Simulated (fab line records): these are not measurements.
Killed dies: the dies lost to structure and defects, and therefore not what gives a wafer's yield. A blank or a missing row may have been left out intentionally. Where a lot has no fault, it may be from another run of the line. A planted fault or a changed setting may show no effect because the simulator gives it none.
fab line records	flow rit-cmos
[record] lots = 6	wafers = 18	last-day = 7
route steps=202 shown SDANNEAL@156 PSD@157 NSD@158 PLDD@159 NLDD@160 SILICIDE@161 CONTACT@168 M1@202
lots untouched by any fault: they come from a run of this same line in which no faults occurred
start-h: hours from the record's opening day to when the first of the lot's shown wafers began	wait-h: hours elapsed since this lot's preceding step	" repeats the value in the row above	L1.1+2: one row covering several wafers at once	- no value, or no start was given	* or withheld: withheld	< > ~ a bound
route shown NAME@n: names a module that has steps shown in the file, with the first one's number in the route	usual: mean and standard deviation over wafers with no fault	same: alike in all rows	chamber/n: place in a boat	sites: each site's reading	_std_site: the standard deviation of these	_edge_site: outer sites' mean less inner sites'	radius-mm: for every site, how far away it sits from the centre of the wafer	mask NAME#n: copy n	behind: the tool/chamber that last shaped the wafer	hold: cause of the lot's hold/its duration in hours/its outcome	device: whichever transistor did not switch (one of n, p or np)	end of line: the tests these same wafers got at the end of their route	for a step that has no rows: nothing shown but its recipe	killed: at the first sort, the dies lost to defects and structure; wafer yield is something else	map: dies across one wafer; x = killed, . = not, _ = none there
set.NAME: setting as actually run; set.NAME@STEP: the setting as run at that earlier step	model.NAME: the simulator's own value behind a step, which no gauge read
certain route steps with their lots: each step a table, each wafer a row
services: a tool's chamber out of use, with start hour (start-h, from the record's first day; less than 0 if before it), hours out, and reason
[[steps]]
[step RIT_SDANNEAL_RTA_03]
[recipe] temp-c = 1050	time-s = 5	idle-temp-c = 600	ramp-up-c-per-s = 342	ramp-down-c-per-s = 171	cool-to-c = 600	ambient = N2
[usual] wafer_temp_C_max = 1053.5/1.1
lot.wafer	tool	chamber	start-h	wait-h	wafer_temp_C_max
L428.1	rtp-anneal-02	0	54.64	0.0	1052.6
L428.3	"	0	"	"	1054.8
L428.6	"	0	"	"	1055.0
L432.2	rtp-anneal-02	0	78.65	0.0	1054.4
L432.3	"	0	"	"	1054.4
L432.4	"	0	"	"	1053.2
L440.1	rtp-anneal-02	0	111.06	0.0	1051.9
L440.3	"	0	"	"	1054.8
L440.6	"	0	"	"	1053.3
L443.3	rtp-anneal-01	0	128.20	0.0	1055.0
L443.4	"	0	"	"	1054.4
L443.5	"	0	"	"	1052.7
L448.1	rtp-anneal-02	0	154.93	0.0	1052.2
L448.3	"	0	"	"	1053.2
L448.6	"	0	"	"	1056.2
L449.3	rtp-anneal-01	0	157.18	0.0	1056.6
L449.5	"	0	"	"	1052.6
L449.6	"	0	"	"	1053.4
[step RIT_SDANNEAL_RS_MEAS_04]
[recipe] thk-meas-gauge = four-point-probe
[usual] PSD_RS = 115.79/0.26
lot.wafer	tool	chamber	start-h	wait-h	PSD_RS[ohm/sq]
L428.1	film-metro-01	-	54.70	0.0	115.68
L428.3	"	-	"	"	115.89
L428.6	"	-	"	"	115.85
L432.2	film-metro-02	-	78.72	0.1	115.98
L432.3	"	-	"	"	115.76
L432.4	"	-	"	"	116.22
L440.1	film-metro-02	-	111.11	0.0	115.85
L440.3	"	-	"	"	115.63
L440.6	"	-	"	"	115.91
L443.3	film-metro-01	-	128.28	0.1	116.11
L443.4	"	-	"	"	115.79
L443.5	"	-	"	"	115.90
L448.1	film-metro-03	-	154.98	0.0	115.34
L448.3	"	-	"	"	115.31
L448.6	"	-	"	"	115.42
L449.3	film-metro-01	-	157.26	0.1	115.86
L449.5	"	-	"	"	116.00
L449.6	"	-	"	"	116.21
[step RIT_SDANNEAL_RS_MEAS_05]
[recipe] thk-meas-gauge = four-point-probe
[usual] NSD_RS = 84.50/0.28
lot.wafer	tool	chamber	start-h	wait-h	NSD_RS[ohm/sq]
L428.1	film-metro-01	-	54.82	0.1	84.33
L428.3	"	-	"	"	84.38
L428.6	"	-	"	"	84.56
L432.2	film-metro-02	-	78.84	0.1	84.39
L432.3	"	-	"	"	83.90
L432.4	"	-	"	"	84.56
L440.1	film-metro-02	-	111.23	0.1	84.50
L440.3	"	-	"	"	84.27
L440.6	"	-	"	"	84.34
L443.3	film-metro-01	-	128.40	0.1	84.48
L443.4	"	-	"	"	84.32
L443.5	"	-	"	"	84.45
L448.1	film-metro-03	-	155.10	0.1	84.39
L448.3	"	-	"	"	84.40
L448.6	"	-	"	"	84.20
L449.3	film-metro-01	-	157.38	0.1	84.50
L449.5	"	-	"	"	84.73
L449.6	"	-	"	"	84.89
[step RIT_SDANNEAL_RS_MEAS_06]
[recipe] thk-meas-gauge = four-point-probe
[usual] PLDD_RS = 178.5/0.51
lot.wafer	tool	chamber	start-h	wait-h	PLDD_RS[ohm/sq]
L428.1	film-metro-01	-	54.94	0.1	178.7
L428.3	"	-	"	"	179.0
L428.6	"	-	"	"	178.6
L432.2	film-metro-02	-	78.96	0.1	178.4
L432.3	"	-	"	"	178.0
L432.4	"	-	"	"	178.8
L440.1	film-metro-02	-	111.35	0.1	178.7
L440.3	"	-	"	"	178.3
L440.6	"	-	"	"	178.6
L443.3	film-metro-01	-	128.52	0.1	178.2
L443.4	"	-	"	"	178.0
L443.5	"	-	"	"	178.6
L448.1	film-metro-03	-	155.22	0.1	177.7
L448.3	"	-	"	"	177.5
L448.6	"	-	"	"	178.1
L449.3	film-metro-01	-	157.50	0.1	179.2
L449.5	"	-	"	"	179.3
L449.6	"	-	"	"	179.1
[step RIT_SDANNEAL_RS_MEAS_07]
[recipe] thk-meas-gauge = four-point-probe
[usual] NLDD_RS = 151.5/0.64
lot.wafer	tool	chamber	start-h	wait-h	NLDD_RS[ohm/sq]
L428.1	film-metro-01	-	55.06	0.1	152.2
L428.3	"	-	"	"	152.3
L428.6	"	-	"	"	152.5
L432.2	film-metro-02	-	79.08	0.1	150.9
L432.3	"	-	"	"	151.2
L432.4	"	-	"	"	151.1
L440.1	film-metro-02	-	111.47	0.1	151.9
L440.3	"	-	"	"	151.9
L440.6	"	-	"	"	152.2
L443.3	film-metro-01	-	128.64	0.1	151.1
L443.4	"	-	"	"	150.9
L443.5	"	-	"	"	150.9
L448.1	film-metro-03	-	155.34	0.1	151.3
L448.3	"	-	"	"	150.9
L448.6	"	-	"	"	151.0
L449.3	film-metro-01	-	157.62	0.1	151.6
L449.5	"	-	"	"	151.8
L449.6	"	-	"	"	151.6
[step RIT_SILICIDE_WET_ETCH_00]
[recipe] chemistry = BOE	target = SiO2	target-depth-nm = 14	time-s = 15	dry = n2-spin	dilution = 10:1	temp-c = 21.5
[step RIT_SILICIDE_SPUTTER_01]
[recipe] material = Ti	target-thk-nm = 30	power-w = 350	chamber-pressure-pa = 0.667	gas = Ar	time-s = 240	substrate-temp-c = 25
[usual] throttle-valve-pct = 30.4/0.88
lot.wafer	tool	chamber	start-h	wait-h	throttle-valve-pct
L428.1	pvd-sputter-02	-	55.19	0.0	28.6
L428.3	"	-	"	"	29.8
L428.6	"	-	"	"	28.6
L432.2	pvd-sputter-02	-	79.19	0.0	28.7
L432.3	"	-	"	"	29.8
L432.4	"	-	"	"	30.7
L440.1	pvd-sputter-01	-	111.62	0.0	30.8
L440.3	"	-	"	"	29.9
L440.6	"	-	"	"	30.5
L443.3	pvd-sputter-04	-	128.74	0.0	30.1
L443.4	"	-	"	"	31.0
L443.5	"	-	"	"	31.6
L448.1	pvd-sputter-02	-	155.48	0.0	30.9
L448.3	"	-	"	"	28.7
L448.6	"	-	"	"	30.8
L449.3	pvd-sputter-04	-	157.71	0.0	31.7
L449.5	"	-	"	"	30.4
L449.6	"	-	"	"	29.9
[step RIT_SILICIDE_RS_MEAS_02]
[recipe] thk-meas-gauge = four-point-probe	reads = Ti_of_SILICIDE_SPUTTER_01
[usual] SILICIDE_TI_RS = 48.2/0.64
lot.wafer	tool	chamber	start-h	wait-h	SILICIDE_TI_RS[ohm/sq]
L428.1	film-metro-02	-	55.34	0.1	47.8
L428.3	"	-	"	"	47.3
L428.6	"	-	"	"	47.8
L432.2	film-metro-04	-	79.36	0.1	47.8
L432.3	"	-	"	"	47.9
L432.4	"	-	"	"	48.6
L440.1	film-metro-04	-	111.77	0.1	47.2
L440.3	"	-	"	"	47.6
L440.6	"	-	"	"	48.2
L443.3	film-metro-02	-	128.93	0.1	48.6
L443.4	"	-	"	"	46.9
L443.5	"	-	"	"	47.2
L448.1	film-metro-04	-	155.63	0.1	47.8
L448.3	"	-	"	"	47.5
L448.6	"	-	"	"	48.1
L449.3	film-metro-02	-	157.90	0.1	47.6
L449.5	"	-	"	"	48.0
L449.6	"	-	"	"	48.3
[step RIT_SILICIDE_THK_MEAS_03]
[recipe] thk-meas-gauge = xrf	reads = Ti_of_SILICIDE_SPUTTER_01
[usual] SILICIDE_TI_THK = 29.7/0.32
lot.wafer	tool	chamber	start-h	wait-h	SILICIDE_TI_THK[nm]
L428.1	film-metro-02	-	55.46	0.1	30.1
L428.3	"	-	"	"	30.1
L428.6	"	-	"	"	30.0
L432.2	film-metro-04	-	79.47	0.1	30.0
L432.3	"	-	"	"	29.7
L432.4	"	-	"	"	29.5
L440.1	film-metro-04	-	111.89	0.1	30.2
L440.3	"	-	"	"	30.1
L440.6	"	-	"	"	29.7
L443.3	film-metro-02	-	129.03	0.1	29.5
L443.4	"	-	"	"	30.4
L443.5	"	-	"	"	30.3
L448.1	film-metro-04	-	155.75	0.1	29.9
L448.3	"	-	"	"	30.1
L448.6	"	-	"	"	29.6
L449.3	film-metro-02	-	158.00	0.1	30.2
L449.5	"	-	"	"	30.0
L449.6	"	-	"	"	29.8
[step RIT_SILICIDE_RTA_04]
[recipe] temp-c = 650	time-s = 10	idle-temp-c = 25	ramp-up-s = 5	ramp-down-s = 5	cool-to-c = 25	ambient = N2
[usual] wafer_temp_C_max = 652.8/0.77
lot.wafer	tool	chamber	start-h	wait-h	wafer_temp_C_max
L428.1	rtp-anneal-01	0	55.52	0.1	654.1
L428.3	"	0	"	"	652.9
L428.6	"	0	"	"	654.4
L432.2	rtp-anneal-01	0	79.53	0.1	654.1
L432.3	"	0	"	"	653.0
L432.4	"	0	"	"	653.1
L440.1	rtp-anneal-01	0	111.95	0.1	653.1
L440.3	"	0	"	"	653.3
L440.6	"	0	"	"	652.8
L443.3	rtp-anneal-02	0	129.10	0.1	652.5
L443.4	"	0	"	"	652.0
L443.5	"	0	"	"	652.9
L448.1	rtp-anneal-01	0	155.81	0.1	653.8
L448.3	"	0	"	"	653.9
L448.6	"	0	"	"	654.2
L449.3	rtp-anneal-02	0	158.06	0.1	652.1
L449.5	"	0	"	"	652.2
L449.6	"	0	"	"	651.8
[step RIT_SILICIDE_WET_ETCH_05]
[recipe] chemistry = SPM	target = Ti	temp-c = 90	time-s = 120	dry = n2-spin
[step RIT_SILICIDE_RTA_06]
[recipe] temp-c = 750	time-s = 10	idle-temp-c = 25	ramp-up-s = 5	ramp-down-s = 10	cool-to-c = 25	ambient = N2
[usual] wafer_temp_C_max = 752.9/0.79
lot.wafer	tool	chamber	start-h	wait-h	wafer_temp_C_max
L428.1	rtp-anneal-02	0	55.63	0.0	752.3
L428.3	"	0	"	"	752.3
L428.6	"	0	"	"	752.9
L432.2	rtp-anneal-02	0	79.64	0.0	751.4
L432.3	"	0	"	"	752.6
L432.4	"	0	"	"	752.2
L440.1	rtp-anneal-02	0	112.21	0.0	752.2
L440.3	"	0	"	"	753.5
L440.6	"	0	"	"	753.1
L443.3	rtp-anneal-01	0	129.21	0.0	753.1
L443.4	"	0	"	"	754.3
L443.5	"	0	"	"	753.5
L448.1	rtp-anneal-02	0	155.92	0.0	752.5
L448.3	"	0	"	"	753.3
L448.6	"	0	"	"	751.4
L449.3	rtp-anneal-01	0	158.17	0.0	753.5
L449.5	"	0	"	"	752.3
L449.6	"	0	"	"	752.9
[step RIT_CONTACT_CVD_00]
[recipe] material = SiO2	target-thk-nm = 400	precursor = TEOS	temp-c = 390	time-s = 61	rf-w = 400
[usual] heater-power-w = 313/55
lot.wafer	tool	chamber	start-h	wait-h	heater-power-w
L428.1	pecvd-04	0	55.69	0.1	311
L428.3	"	2	"	"	385
L428.6	"	1	"	"	331
L432.2	pecvd-02	1	79.70	0.0	283
L432.3	"	2	"	"	254
L432.4	"	1	"	"	296
L440.1	pecvd-04	0	112.28	0.1	251
L440.3	"	1	"	"	338
L440.6	"	2	"	"	381
L443.3	pecvd-04	2	129.25	0.0	388
L443.4	"	0	"	"	308
L443.5	"	2	"	"	387
L448.1	pecvd-03	1	155.99	0.1	253
L448.3	"	2	"	"	268
L448.6	"	1	"	"	269
L448.1	pecvd-03	1	156.20	0.2	250
L448.3	"	2	"	"	268
L448.6	"	1	"	"	259
L449.3	pecvd-04	2	158.22	0.0	354
L449.5	"	1	"	"	344
L449.6	"	2	"	"	367
L449.3	pecvd-04	2	158.43	0.2	356
L449.5	"	1	"	"	346
L449.6	"	2	"	"	368
[step RIT_CONTACT_THK_MEAS_01]
[recipe] reads = SiO2_of_CONTACT_CVD_00
[usual] CONTACT_TEOS_THK = 402/5.1
lot.wafer	tool	chamber	start-h	wait-h	CONTACT_TEOS_THK[nm]
L428.1	film-metro-04	-	55.74	0.0	394
L428.3	"	-	"	"	396
L428.6	"	-	"	"	413
L432.2	film-metro-01	-	79.76	0.0	396
L432.3	"	-	"	"	400
L432.4	"	-	"	"	405
L440.1	film-metro-01	-	112.33	0.0	392
L440.3	"	-	"	"	394
L440.6	"	-	"	"	395
L443.3	film-metro-04	-	129.32	0.0	404
L443.4	"	-	"	"	407
L443.5	"	-	"	"	404
L448.1	film-metro-02	-	156.25	0.0	789
L448.3	"	-	"	"	798
L448.6	"	-	"	"	792
L449.3	film-metro-04	-	158.50	0.0	796
L449.5	"	-	"	"	815
L449.6	"	-	"	"	803
[step RIT_CONTACT_HMDS_02]
[recipe] prime-time-s = 60	prime-temp-c = 140
[step RIT_CONTACT_COAT_03]
[recipe] resist = NOVOLAK	spin-rpm = 3250	resist-thk-nm = 1000
[step RIT_CONTACT_SOFTBAKE_04]
[recipe] resist = NOVOLAK	temp-c = 90	time-s = 60
[step RIT_CONTACT_EXPOSE_05]
[recipe] mask-id = M11	na = 0.6	source-shape = conventional	sigma-outer = 0.5	target-cd-nm = 1000	dose-mj = 250
[step RIT_CONTACT_PEB_06]
[recipe] resist = NOVOLAK	temp-c = withheld	time-s = withheld
[step RIT_CONTACT_DEVELOP_07]
[recipe] resist = NOVOLAK	develop-time-s = 120	dev-temp-c = 23
[step RIT_CONTACT_CD_MEAS_08]
[recipe] target-cd-nm = 1000
[usual] cd-nm = 999.8/2.1
lot.wafer	tool	chamber	start-h	wait-h	cd-nm
L428.1	cd-sem-01	-	56.77	-	999.3
L428.3	"	-	"	"	1000.2
L428.6	"	-	"	"	999.1
L432.2	cd-sem-02	-	80.80	-	997.6
L432.3	"	-	"	"	995.7
L432.4	"	-	"	"	1000.9
L440.1	cd-sem-01	-	113.48	-	1002.6
L440.3	"	-	"	"	1003.1
L440.6	"	-	"	"	1004.2
L443.3	cd-sem-01	-	130.58	-	998.3
L443.4	"	-	"	"	998.3
L443.5	"	-	"	"	999.2
L448.1	cd-sem-01	-	157.31	-	999.2
L448.3	"	-	"	"	1001.0
L448.6	"	-	"	"	1001.0
L449.3	cd-sem-02	-	159.55	-	998.9
L449.5	"	-	"	"	998.7
L449.6	"	-	"	"	996.6
[step RIT_CONTACT_OVL_MEAS_09]
[usual] CONTACT_OVL = 0.6/1.3
lot.wafer	tool	chamber	start-h	wait-h	CONTACT_OVL[nm]
L428.1	overlay-01	-	56.89	0.1	0.7
L428.3	"	-	"	"	0.5
L428.6	"	-	"	"	-0.3
L432.2	overlay-02	-	80.90	0.1	0.6
L432.3	"	-	"	"	-0.8
L432.4	"	-	"	"	0.8
L440.1	overlay-01	-	113.60	0.1	2.6
L440.3	"	-	"	"	0.8
L440.6	"	-	"	"	2.2
L443.3	overlay-02	-	130.68	0.1	1.0
L443.4	"	-	"	"	-1.2
L443.5	"	-	"	"	0.6
L448.1	overlay-01	-	157.43	0.1	0.8
L448.3	"	-	"	"	0.1
L448.6	"	-	"	"	0.1
L449.3	overlay-01	-	159.64	0.1	1.6
L449.5	"	-	"	"	1.3
L449.6	"	-	"	"	1.4
[step RIT_CONTACT_HARDBAKE_10]
[recipe] resist = NOVOLAK	temp-c = 140	time-s = 60
[step RIT_CONTACT_ETCH_11]
[recipe] target-depth-a = 4800	over-etch-frac = 0.2	stop-on = TiSi2	chemistry = CHF3/CF4/Ar	target = SiO2	CHF3_flow_sccm = 50	cf4-flow-sccm = 10	Ar_flow_sccm = 100	O2_flow_sccm = 5	pressure-mtorr = 100	rf-w = 200	time-s = 320
[usual] drypump-motor-current-A = 5.7/0.48	mfc-ar-sccm = 100.0/0.31	oes-product-au = 0.989/0.015	throttle-valve-pct = 8.80/0.1
[same] over-etch-frac = 0.2
lot.wafer	tool	chamber	start-h	wait-h	drypump-motor-current-A	mfc-ar-sccm	oes-product-au	rf-hours-counter-h	throttle-valve-pct	model.etch.depth-nm	model.CONTACT.feature-depth-nm
L428.1	rie-diel-02	2	57.08	0.1	6.4	99.4	1.012	112	8.81	394.8	394.8
L428.3	"	1	"	"	5.7	100.2	1.010	4	8.83	396.1	396.1
L428.6	"	1	"	"	5.7	99.6	1.012	-	8.81	412.6	412.6
L432.2	rie-diel-03	2	81.08	0.1	4.9	99.8	0.979	7	8.73	396.7	396.7
L432.3	"	3	"	"	5.8	100.2	0.982	127	8.74	400.5	400.5
L432.4	"	1	"	"	5.5	100.2	0.992	33	8.95	404.6	404.6
L440.1	rie-diel-04	1	113.79	0.1	5.8	100.2	0.976	5	8.82	392.4	392.4
L440.3	"	2	"	"	5.5	99.9	0.975	7	8.78	394.5	394.5
L440.6	"	1	"	"	5.8	99.6	0.974	-	8.81	395.4	395.4
L443.3	rie-diel-02	3	130.85	0.1	6.5	99.9	0.987	8	8.86	403.7	403.7
L443.4	"	1	"	"	5.7	100.5	1.014	5	8.80	406.8	406.8
L443.5	"	1	"	"	5.7	100.1	1.008	-	8.81	404.2	404.2
L448.1	rie-diel-02	3	157.61	0.1	6.5	99.4	0.999	8	8.87	473.2	473.2
L448.3	"	0	"	"	5.1	100.5	0.991	137	8.81	472	472
L448.6	"	1	"	"	5.7	100.2	1.018	-	8.81	479.8	479.8
L449.3	rie-diel-03	0	159.82	0.1	5.6	100.3	1.002	121	8.62	475	475
L449.5	"	1	"	"	5.5	100.0	1.002	-	8.94	473.3	473.3
L449.6	"	3	"	"	5.8	99.8	0.997	-	8.74	475.8	475.8
[step RIT_CONTACT_STRIP_12]
[recipe] chemistry = O2	time-s = 180	resist = NOVOLAK	platen-temp-c = withheld	power-w = 500	pressure-mtorr = 4000	o2-flow-sccm = 4000
[usual] drypump-motor-current-A = 5.5/0.41
lot.wafer	tool	chamber	start-h	wait-h	drypump-motor-current-A	rf-hours-counter-h
L428.1	plasma-asher-03	1	57.27	0.1	6.0	43
L428.3	"	0	"	"	5.3	-
L428.6	"	0	"	"	5.3	-
L432.2	plasma-asher-02	1	81.28	0.1	5.1	30
L432.3	"	1	"	"	5.1	-
L432.4	"	0	"	"	5.2	-
L440.1	plasma-asher-02	1	113.98	0.1	5.1	34
L440.3	"	0	"	"	5.3	-
L440.6	"	1	"	"	5.1	-
L443.3	plasma-asher-04	0	131.10	0.2	5.3	-
L443.4	"	1	"	"	6.1	-
L443.5	"	1	"	"	6.1	-
L448.1	plasma-asher-04	0	157.81	0.1	5.3	51
L448.3	"	1	"	"	6.1	-
L448.6	"	1	"	"	6.1	-
L449.3	plasma-asher-04	1	160.07	0.2	6.1	-
L449.5	"	1	"	"	6.1	-
L449.6	"	0	"	"	5.3	-
[step RIT_CONTACT_CD_MEAS_90]
[recipe] target-cd-nm = 1000
[usual] cd-nm = 999.8/2.1
lot.wafer	tool	chamber	start-h	wait-h	cd-nm
L428.1	cd-sem-02	-	57.45	0.1	1000.1
L428.3	"	-	"	"	999.9
L428.6	"	-	"	"	999.4
L432.2	cd-sem-02	-	81.47	0.1	997.8
L432.3	"	-	"	"	995.7
L432.4	"	-	"	"	1000.5
L440.1	cd-sem-02	-	114.16	0.1	1001.9
L440.3	"	-	"	"	1003.8
L440.6	"	-	"	"	1004.3
L443.3	cd-sem-02	-	131.26	0.1	997.9
L443.4	"	-	"	"	998.4
L443.5	"	-	"	"	999.4
L448.1	cd-sem-02	-	157.98	0.1	999.9
L448.3	"	-	"	"	1001.3
L448.6	"	-	"	"	1000.7
L449.3	cd-sem-01	-	160.23	0.1	998.5
L449.5	"	-	"	"	998.0
L449.6	"	-	"	"	997.0
[step RIT_CONTACT_CLEAN_13]
[recipe] chemistry = SC1	mix = 3:3:50	time-s = 600	temp-c = 75
lot.wafer	tool	chamber	start-h	wait-h	model.SiO2_of_CONTACT_CVD_00.thk-nm
L428.1	wet-bench-01	2	57.57	0.1	390.8
L428.3	"	2	"	"	392
L428.6	"	2	"	"	408.5
L432.2	wet-bench-03	2	81.57	0.1	392.6
L432.3	"	2	"	"	396.3
L432.4	"	2	"	"	400.5
L440.1	wet-bench-02	2	114.28	0.1	388.4
L440.3	"	2	"	"	390.5
L440.6	"	2	"	"	391.3
L443.3	wet-bench-02	1	131.34	0.1	399.6
L443.4	"	1	"	"	402.7
L443.5	"	1	"	"	400.1
L448.1	wet-bench-03	2	158.10	0.1	784.5
L448.3	"	2	"	"	793.1
L448.6	"	2	"	"	787.5
L449.3	wet-bench-01	1	160.31	0.1	791.9
L449.5	"	1	"	"	811.3
L449.6	"	1	"	"	799.3
[step RIT_CONTACT_CLEAN_14]
[recipe] chemistry = SC2	mix = 3:3:50	time-s = 600	temp-c = 75	dry = n2-spin
[step RIT_M1_PROBE_99]
[usual] killed-at-contacts = 0.1/0.3	killed-at-front-end = 7/3.3	killed-dies = 7/3.3	killed-on-rim = 2.2/1.4	killed-open = 3.8/2.3	killed-short = 3.5/2.1
[same] gross-dies = 264	killed_at_M0_to_M3 = 0	killed_at_M4_up = 0	killed-at-back-side = 0	killed-at-other = 0
lot.wafer	tool	chamber	start-h	wait-h	killed-at-contacts	killed-at-front-end	killed-dies	killed-on-rim	killed-open	killed-short
L432.2	prober-01	-	86.22	0.1	0	9	9	2	5	4
L432.3	prober-01	-	86.27	0.2	0	16	16	6	9	7
L432.4	prober-01	-	86.32	0.2	0	3	3	2	1	2
L443.3	prober-01	-	135.82	0.2	0	7	7	2	4	3
L443.4	prober-01	-	135.87	0.2	1	3	4	1	3	1
L443.5	prober-01	-	135.92	0.2	0	12	12	5	10	2
L448.1	prober-01	-	163.08	0.1	254	10	264	70	8	2
L448.3	prober-01	-	163.18	0.2	258	6	264	70	1	6
L448.6	prober-01	-	163.33	0.2	255	9	264	70	7	2
L449.3	prober-02	-	164.85	0.2	260	4	264	70	2	2
L449.5	prober-02	-	164.95	0.2	258	6	264	70	3	3
L449.6	prober-02	-	165.00	0.2	259	5	264	70	1	4
// killed by level:class
L432.2 GATE:geometric-particle:open=5 GATE:geometric-particle:short=2 FOX1:geometric-particle:short=1 REOX:geometric-particle:short=1
L432.3 FOX1:geometric-particle:open=4 FOX1:geometric-particle:short=4 GATE:geometric-particle:open=4 GATE:geometric-particle:short=3 SPACER:geometric-particle:open=1
L432.4 GATE:geometric-particle:short=1 GATE:geometric-particle:open=1 SPACER:geometric-particle:short=1
L443.3 REOX:geometric-particle:open=3 REOX:geometric-particle:short=2 SPACER:geometric-particle:short=1 SPACER:geometric-particle:open=1
L443.4 GATE:geometric-particle:open=1 REOX:geometric-particle:open=1 SILICIDE:geometric-particle:open=1 CONTACT:geometric-particle:short=1
L443.5 GATE:geometric-particle:open=5 FOX1:geometric-particle:open=2 SILICIDE:geometric-particle:open=2 GATE:geometric-particle:short=1 REOX:geometric-particle:open=1 SPACER:geometric-particle:short=1
L448.1 CONTACT:area-etch=254 GATE:geometric-particle:open=3 REOX:geometric-particle:open=3 FOX1:geometric-particle:short=1 FOX1:geometric-particle:open=1 REOX:geometric-particle:short=1 SPACER:geometric-particle:open=1
L448.3 CONTACT:area-etch=257 GATE:geometric-particle:short=2 REOX:geometric-particle:short=2 GATE:geometric-particle:open=1 SPACER:geometric-particle:short=1 CONTACT:geometric-particle:short=1
L448.6 CONTACT:area-etch=255 GATE:geometric-particle:open=3 SPACER:geometric-particle:open=3 FOX2:geometric-particle:open=1 GATE:geometric-particle:short=1 SPACER:geometric-particle:short=1
L449.3 CONTACT:area-etch=260 FOX1:geometric-particle:open=1 REOX:geometric-particle:short=1 SPACER:geometric-particle:short=1 SPACER:geometric-particle:open=1
L449.5 CONTACT:area-etch=258 GATE:geometric-particle:open=2 FOX2:geometric-particle:short=1 GATE:geometric-particle:short=1 REOX:geometric-particle:short=1 SPACER:geometric-particle:open=1
L449.6 CONTACT:area-etch=259 FOX1:geometric-particle:short=2 SPACER:geometric-particle:short=2 GATE:geometric-particle:open=1
// map L448.1 (x killed, . not)
________xxxxxxx_______
_____xxxxxxxxxxxxx____
____xxxxxxxxxxxxxxx___
___xxxxxxxxxxxxxxxxx__
__xxxxxxxxxxxxxxxxxxx_
__xxxxxxxxxxxxxxxxxxx_
_xxxxxxxxxxxxxxxxxxxxx
_xxxxxxxxxxxxxxxxxxxxx
_xxxxxxxxxxxxxxxxxxxxx
_xxxxxxxxxxxxxxxxxxxxx
__xxxxxxxxxxxxxxxxxxx_
__xxxxxxxxxxxxxxxxxxx_
___xxxxxxxxxxxxxxxxx__
____xxxxxxxxxxxxxxx___
_____xxxxxxxxxxxxx____
________xxxxxxx_______
// map L449.3 (x killed, . not)
________xxxxxxx_______
_____xxxxxxxxxxxxx____
____xxxxxxxxxxxxxxx___
___xxxxxxxxxxxxxxxxx__
__xxxxxxxxxxxxxxxxxxx_
__xxxxxxxxxxxxxxxxxxx_
_xxxxxxxxxxxxxxxxxxxxx
_xxxxxxxxxxxxxxxxxxxxx
_xxxxxxxxxxxxxxxxxxxxx
_xxxxxxxxxxxxxxxxxxxxx
__xxxxxxxxxxxxxxxxxxx_
__xxxxxxxxxxxxxxxxxxx_
___xxxxxxxxxxxxxxxxx__
____xxxxxxxxxxxxxxx___
_____xxxxxxxxxxxxx____
________xxxxxxx_______
[[services]]
tool	chamber	start-h	hours	kind
pvd-sputter-02	-	32.81	1.3	repair
pvd-sputter-04	-	42.35	14.4	repair
rtp-anneal-02	-	45.17	2.7	pm
rie-diel-02	3	47.18	3.2	repair
pecvd-04	-	61.48	6.0	pm
pecvd-04	-	73.50	5.5	pm
rie-diel-04	3	86.84	2.3	repair
plasma-asher-03	-	86.96	2.8	repair
plasma-asher-03	-	108.75	9.0	pm
plasma-asher-03	0	108.75	9.0	vent-cycle
pvd-sputter-01	-	121.86	6.6	repair
rie-diel-04	0	125.20	9.8	repair
wet-bench-02	-	126.56	1.8	repair
rie-diel-04	-	128.07	13.8	repair
rie-diel-04	3	129.12	3.5	repair
pvd-sputter-04	-	130.94	1.7	repair
rie-diel-03	3	131.54	16.4	repair
plasma-asher-04	-	136.28	2.8	pm
pvd-sputter-01	-	137.30	0.7	repair
rie-diel-02	2	141.63	17.9	repair
pvd-sputter-04	-	141.92	0.7	repair
plasma-asher-02	-	153.39	1.0	repair
rie-diel-03	2	157.16	2.7	repair
rie-diel-04	2	157.16	4.5	repair
[[key]]
[first-sign] step = RIT_CONTACT_CVD_00	reading = visit	direction = added
[effect] step = RIT_CONTACT_THK_MEAS_01	reading = CONTACT_TEOS_THK	direction = up	sigmas = 78	usual = 402	struck = 799
[effect] step = RIT_M1_PROBE_99	reading = killed-at-contacts	direction = up	sigmas = 99+	usual = 0.1	struck = 257.3
[model-effect] step = RIT_CONTACT_ETCH_11	value = etch.depth-nm	without = 400.6	struck = 474.9
[model-effect] step = RIT_CONTACT_CLEAN_13	value = SiO2_of_CONTACT_CVD_00.thk-nm	without = 396.5	struck = 794.6
[more-kills-born-at] RIT_CONTACT_ETCH_11@rie-diel-03 = 777	RIT_CONTACT_ETCH_11@rie-diel-02 = 766
met-at RIT_CONTACT_CVD_00
struck-wafers L448.1,L448.3,L448.6,L449.3,L449.5,L449.6
later-rows-left-out L448.1,L448.3,L448.6,L449.3,L449.5,L449.6
tester-left-out L448,L449
[fault] kind = repeated-step-whole	tool = pecvd-02,pecvd-03,pecvd-04	chamber = -	onset-h = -	steps = RIT_CONTACT_CVD_00	times = 1	scope = struck-lots-only
// tester-left-out: of these lots the tester's yield and bins aren't shown, on N5 and GAA mostly nor the transistor test; their killed dies are dies lost to structure and defects alone, not to doping, threshold or leakage, so they don't give the yield
// later-rows-left-out: the simulator's readings of these wafers behind a module that went badly wrong aren't trusted and aren't shown, but for the sort
